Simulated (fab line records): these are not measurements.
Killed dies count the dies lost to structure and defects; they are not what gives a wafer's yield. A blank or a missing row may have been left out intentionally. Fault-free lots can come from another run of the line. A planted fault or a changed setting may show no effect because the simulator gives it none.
2 desks, one fault | flow ritCmos | every desk sees just its own numbers, and what lay behind them comes last

== AT THE METROLOGY DESK ==
What the gauges read for every lot (on any tool): the sampled wafers with a number, averaged. A lot is out of limits, marked OUT, if its mean lies more than 4 standard deviations from the usual mean; the brackets give that distance.
Columns: A = PRETRO_TW at RIT_PRETRO_TW_MEAS_10, usual 478; B = FIELD_OXIDE_LEFT_2_THK at RIT_FOX2_THK_MEAS_91, usual 262 nm; C = M1_AL_RS at RIT_M1_RS_MEAS_01, usual 0.0755 ohm/sq; D = M1_AL_THK at RIT_M1_THK_MEAS_02, usual 384 nm
lot  | first seen here | A   | B   | C                | D
L643 | day 2 13:21     | 479 | 258 | 0.0758           | 384
L645 | day 2 18:21     | 479 | 266 | 0.0755           | 382
L646 | day 3 01:23     | 485 | 254 | 0.0758           | 381
L647 | day 3 04:21     | 483 | 256 | 0.0757           | 384
L648 | day 3 09:13     | 475 | 262 | 0.0749           | 387
L650 | day 3 20:03     | 475 | 254 | 0.0747           | 389
L651 | day 4 01:10     | 476 | 253 | 0.0745           | 389
L654 | day 4 16:54     | 477 | 249 | 0.0754           | 387
L659 | day 5 16:05     | 481 | 266 | 0.0914 (+21) OUT | 339 (-8.8) OUT
L661 | day 6 02:04     | 476 | 268 | 0.0945 (+25) OUT | 327 (-11) OUT
L662 | day 6 07:17     | 475 | 268 | 0.0751           | 386
L664 | day 6 17:31     | 473 | 270 | 0.0765           | 375
L666 | day 7 01:59     | 474 | 258 | 0.0754           | 381
Finding of this desk: L659, L661 out of limits, first seen on L659 at day 6 14:43 (M1_AL_RS at RIT_M1_RS_MEAS_01). In limits: L643, L645, L646, L647, L648, L650, L651, L654, L662, L664, L666.

== AT THE TOOL OWNER'S DESK: pvdSputter-04 ==
The tool's own readings at RIT_M1_SPUTTER_00 (material Al, target thk 400 nm, time 500 s): means of the sampled wafers that have a number, for each lot that ran on this tool. A lot is out of limits, marked OUT, if its mean lies more than 4 standard deviations from the usual mean; the brackets give that distance.
Columns: A = cathodeDcPowerW at RIT_M1_SPUTTER_00, usual 1952.0 W; B = throttleValvePct at RIT_M1_SPUTTER_00, usual 29.2 %
lot  | first seen here | A      | B
L643 | day 3 10:06     | 1951.9 | 28.6
L645 | day 3 16:52     | 1951.9 | 28.5
L646 | day 3 23:27     | 1952.0 | 28.4
L651 | day 4 22:14     | 1952.2 | 28.1
L659 | day 6 14:23     | 1952.3 | 28.4
L661 | day 6 23:24     | 1952.0 | 28.5
Finding of this desk: none of the 6 lots has anything out of limits.

== PUT TOGETHER ==
An alarm was possible from the metrology desk at day 6 14:43, on L659, L661.
Nothing out of limits was seen by the tool owner's desk.
Tool owner's desk: L659, L661 on record, inside its limits.
Every lot named ran RIT_M1_SPUTTER_00 on pvdSputter-04.

== WHAT WAS PUT IN BY THE SIMULATOR ==
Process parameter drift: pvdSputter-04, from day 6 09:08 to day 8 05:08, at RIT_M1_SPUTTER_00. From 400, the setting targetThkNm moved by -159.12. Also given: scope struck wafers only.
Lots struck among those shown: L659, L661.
Hours from the fault's start to each desk's first reading out of limits: the metrology desk, 6.
